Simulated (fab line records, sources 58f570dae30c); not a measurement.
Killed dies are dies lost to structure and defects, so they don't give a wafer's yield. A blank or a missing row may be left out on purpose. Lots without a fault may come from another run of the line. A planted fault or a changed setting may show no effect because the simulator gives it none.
One fault seen from 2 desks | flow berkeley_cmos170 | each desk has only its own numbers; what lay behind them comes last

THE TOOL OWNER'S DESK: furnace-01
The tool's own readings at UCB170_GATE_OXIDATION_01 (target thk 6.6 nm, ox time 1800 s): means of the sampled wafers that have a number, for each lot that ran on this tool. A lot is out of limits, marked OUT, if its mean lies more than 4 standard deviations from the usual mean; the brackets give that distance.
Columns: A = spike_tc_load_C at UCB170_GATE_OXIDATION_01, usual 873.4 C; B = tube_center_temp_C_max at UCB170_GATE_OXIDATION_01, usual 852.2; C = zone_power_source_pct at UCB170_GATE_OXIDATION_01, usual 22.8 %
lot  | first seen here | A     | B     | C
L349 | day 9 04:37     | 877.2 | 852.3 | 21.4
L350 | day 9 04:37     | 876.7 | 852.5 | 21.6
L351 | day 9 16:02     | 876.8 | 852.1 | 21.4
L352 | day 9 16:02     | 877.0 | 852.0 | 21.4
L353 | day 9 16:02     | 876.3 | 852.1 | 21.3
L360 | day 11 11:52    | 876.9 | 852.0 | 21.3
L361 | day 11 11:52    | 875.9 | 852.4 | 21.4
This desk's finding: nothing out of limits on any of the 7 lots.

THE METROLOGY DESK
What the gauges read, lot by lot, whatever tool the lot ran on: means of the sampled wafers that have a number. A lot is out of limits, marked OUT, if its mean lies more than 4 standard deviations from the usual mean; the brackets give that distance.
Columns: A = cd_nm at UCB170_ACTIVE_CD_MEAS_90, usual 1200.4 nm; B = FIELD_OXIDE_THK at UCB170_FIELD_THK_MEAS_02, usual 564 nm; C = NVT_OVL at UCB170_NVT_OVL_MEAS_06, usual -1 nm; D = GATE_OXIDE_THK at UCB170_GATE_THK_MEAS_02, usual 6.57 nm
lot  | first seen here | A      | B   | C   | D
L338 | day 4 20:53     | 1200.4 | 568 | 4   | 6.35
L339 | day 5 14:16     | 1200.4 | 564 | 5   | 6.57
L345 | day 6 09:01     | 1202.2 | 575 | -5  | 6.57
L341 | day 6 09:16     | 1199.3 | 571 | 2   | 6.63
L344 | day 6 13:33     | 1199.5 | 575 | 6   | 6.50
L347 | day 6 21:37     | 1202.4 | 576 | 10  | 6.48
L350 | day 7 05:28     | 1199.8 | 573 | -1  | 6.69
L349 | day 7 05:46     | 1200.8 | 560 | -11 | 6.57
L351 | day 7 17:10     | 1199.4 | 557 | -8  | 6.64
L352 | day 7 17:32     | 1197.9 | 564 | -4  | 6.57
L353 | day 7 17:51     | 1199.5 | 576 | -6  | 6.62
L357 | day 8 17:33     | 1197.8 | 552 | -4  | 6.54
L360 | day 9 14:29     | 1202.0 | 557 | -5  | 8.63 (+24) OUT
L361 | day 9 14:40     | 1200.8 | 567 | 2   | 8.64 (+24) OUT
This desk's finding: out of limits on L360, L361; first on L361, day 11 13:22 (GATE_OXIDE_THK at UCB170_GATE_THK_MEAS_02). In limits: L338, L339, L345, L341, L344, L347, L350, L349, L351, L352, L353, L357.

PUT TOGETHER
The metrology desk could have raised an alarm at day 11 13:22, on L360, L361.
The tool owner's desk saw nothing out of limits.
The tool owner's desk has L360, L361 on record, within its limits.
Of the lots named, all ran UCB170_GATE_OXIDATION_01 on furnace-01.

WHAT THE SIMULATOR HAD PUT IN
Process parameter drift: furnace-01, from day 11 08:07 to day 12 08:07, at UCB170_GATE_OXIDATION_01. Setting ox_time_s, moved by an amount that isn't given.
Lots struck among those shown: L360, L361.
Hours from the fault's start to each desk's first reading out of limits: the metrology desk, 5.
